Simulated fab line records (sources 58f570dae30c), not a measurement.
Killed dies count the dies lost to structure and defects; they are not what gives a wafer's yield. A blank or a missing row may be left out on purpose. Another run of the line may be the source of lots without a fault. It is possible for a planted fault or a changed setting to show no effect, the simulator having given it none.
One fault seen from 2 desks | flow berkeleyCmos170 | numbers are kept per desk, each desk with only its own; the story behind them comes last

== TOOL OWNER'S DESK, pecvd-02 ==
The tool's own readings at UCB170_V2_CVD_00 (deposits SiO2 from TEOS/O2, target thk 2000 nm, time 250 s): means of the sampled wafers that have a number, for each lot that ran on this tool. Any lot whose mean is over 4 standard deviations away from the usual mean is out of limits and marked OUT; that distance is given in the brackets.
Columns: A = heaterPowerW at UCB170_V2_CVD_00, usual 254 W; B = rfFwdPowerW at UCB170_V2_CVD_00, usual 548.7 W
lot  | first seen here | A   | B
L690 | day 7 08:59     | 213 | 548.0
L693 | day 8 01:38     | 217 | 548.6
L697 | day 9 01:47     | 243 | 549.5
L702 | day 9 17:32     | 233 | 623.5 (+42) OUT
This desk's finding: out of limits on L702; first on L702, day 9 17:32 (rfFwdPowerW at UCB170_V2_CVD_00). In limits: L690, L693, L697.

== METROLOGY DESK ==
Means of the sampled wafers that have a number, per lot and without regard to the tool the lot ran on: this is what the gauges read. Any lot whose mean is over 4 standard deviations away from the usual mean is out of limits and marked OUT; that distance is given in the brackets.
Columns: A = WELLDRIVE_OXIDE_THK at UCB170_WELLDRIVE_THK_MEAS_02, usual 198 nm; B = V2_TEOS_THK at UCB170_V2_THK_MEAS_01, usual 2016 nm; C = M3_OVL at UCB170_M3_OVL_MEAS_16, usual -2 nm
lot  | first seen here | A   | B    | C
L690 | day 3 09:01     | 200 | 2017 | -4
L691 | day 3 16:40     | 201 | 2041 | -5
L692 | day 3 21:31     | 198 | 1995 | -5
L693 | day 4 10:50     | 199 | 2032 | -2
L694 | day 4 10:53     | 198 | 2023 | -4
L695 | day 4 10:56     | 197 | 1989 | -1
L696 | day 4 16:02     | 197 | 2054 | -7
L697 | day 4 21:22     | 196 | 2001 | -4
L702 | day 5 16:23     | 197 | 2094 | -5
L708 | day 7 02:08     | 196 | 2036 | -1
L709 | day 7 10:22     | 202 | 1967 | -1
L711 | day 7 19:49     | 198 | 1960 | 5
L713 | day 8 09:25     | 199 | 2007 | -5
This desk's verdict: no lot among the 13 shows anything out of limits.

== PUT TOGETHER ==
On L702, at day 9 17:32, an alarm was possible from the tool owner's desk.
From the metrology desk's view, nothing was out of limits.
The metrology desk holds a record of L702, inside its limits.
UCB170_V2_CVD_00 was run on pecvd-02 by each of the lots named.

== WHAT THE SIMULATOR HAD INSERTED ==
pecvd-02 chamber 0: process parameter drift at UCB170_V2_CVD_00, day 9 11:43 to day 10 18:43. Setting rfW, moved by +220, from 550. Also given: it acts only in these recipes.
Struck lots among those shown: L702.
How many hours passed from the start of the fault until each desk's first out-of-limits reading: the tool owner's desk, 6.
